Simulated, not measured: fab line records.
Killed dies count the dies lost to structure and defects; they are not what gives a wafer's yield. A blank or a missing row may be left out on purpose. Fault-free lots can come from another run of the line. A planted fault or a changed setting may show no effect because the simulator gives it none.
Split-lot trial    flow rit cmos    23 wafers read from 5 lots, route of 202 steps

## ON THE SPLIT
At RIT_NRETRO_IMPLANT_08, the setting energy kev was moved away from the recipe's 70 on 7 of the 23 wafers read, by -3.5% to +4.8%. For the rest of the wafers, this setting stayed at what the recipe calls for.

The reading is taken at the split's own step.

## THE READING
implant.drp nm (the simulator's own value, which no gauge read), in nm, at RIT_NRETRO_IMPLANT_08. No usual value for it is given in the file.

wafer   tool, chamber at the split  energy kev as run  against the recipe  implant.drp nm, nm  against lot-mates on the recipe
L076.1  implanter-02, 0             70                 recipe              33.94               -
L076.2  implanter-02, 0             70                 recipe              33.94               -
L076.3  implanter-02, 0             70                 recipe              33.94               -
L076.4  implanter-02, 0             70                 recipe              33.94               -
L076.6  implanter-02, 0             70                 recipe              33.94               -
L077.1  implanter-01, 0             70                 recipe              33.94               -
L077.4  implanter-01, 0             70                 recipe              33.94               -
L077.5  implanter-01, 0             70                 recipe              33.94               -
L077.3  implanter-01, 0             73.34              +4.8%               35.29               +1.35
L077.6  implanter-01, 0             73.34              +4.8%               35.29               +1.35
L079.2  implanter-04, 0             70                 recipe              33.94               -
L079.6  implanter-04, 0             70                 recipe              33.94               -
L079.3  implanter-04, 0             68.44              -2.2%               33.29               -0.65
L079.4  implanter-04, 0             68.44              -2.2%               33.29               -0.65
L079.5  implanter-04, 0             68.44              -2.2%               33.29               -0.65
L081.2  implanter-01, 0             67.54              -3.5%               32.92               -1.02
L081.4  implanter-01, 0             67.54              -3.5%               32.92               -1.02
L081.3  implanter-01, 0             70                 recipe              33.94               -
L081.5  implanter-01, 0             70                 recipe              33.94               -
L081.6  implanter-01, 0             70                 recipe              33.94               -
L084.1  implanter-04, 0             70                 recipe              33.94               -
L084.3  implanter-04, 0             70                 recipe              33.94               -
L084.5  implanter-04, 0             70                 recipe              33.94               -

FIT RESULTS
A straight line over all 23 wafers: implant.drp nm changes by +0.286 nm for each +1% of energy kev; r = +1.00; the points scatter about the line by 0.0067 nm.
The same after taking each lot's own level away (the mean of its wafers on the recipe; 23 wafers): +0.286 nm for each +1%; r = +1.00; scatter 0.0067 nm.
According to that fit, moving energy kev by its largest amount changes the reading by 1.4 nm.
The lots' own levels span 33.940 to 33.940 nm.
So the lot-to-lot level changes the slope little: the two slopes agree.
Check: with one of the wafers moved furthest among these (+4.8%) left out of the fit, the line predicts +1.37 nm for it against its lot-mates. Against them it came out at +1.35 nm.

## OTHER SPLITS ON THESE WAFERS
Note: prior to the reading, these wafers also went through further splits. Each is held against what the fit with the lots' levels taken away leaves over:
other split on the same wafers    wafers away from the commonest value  r with implant.drp nm (lot level and that fit taken away)
RIT_NWELL_IMPLANT_08 energy kev   7                                     +0.21
RIT_NRETRO_COAT_01 resist thk nm  9                                     +0.00

## THE WHOLE CHAIN: every reading that the file lists as answering this split, in the file's order
step                   what it does  reading                                                          change (the file's fit)                r (the file's)
RIT_NRETRO_IMPLANT_08                implant.rp nm (the simulator's own value, which no gauge read)   +0.875 nm for each +1% of the setting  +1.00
RIT_NRETRO_IMPLANT_08                implant.drp nm (the simulator's own value, which no gauge read)  +0.286 nm for each +1% of the setting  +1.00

## FILE'S OWN FIT
implant.drp nm changes by +0.286 nm for each +1% of energy kev, r = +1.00.
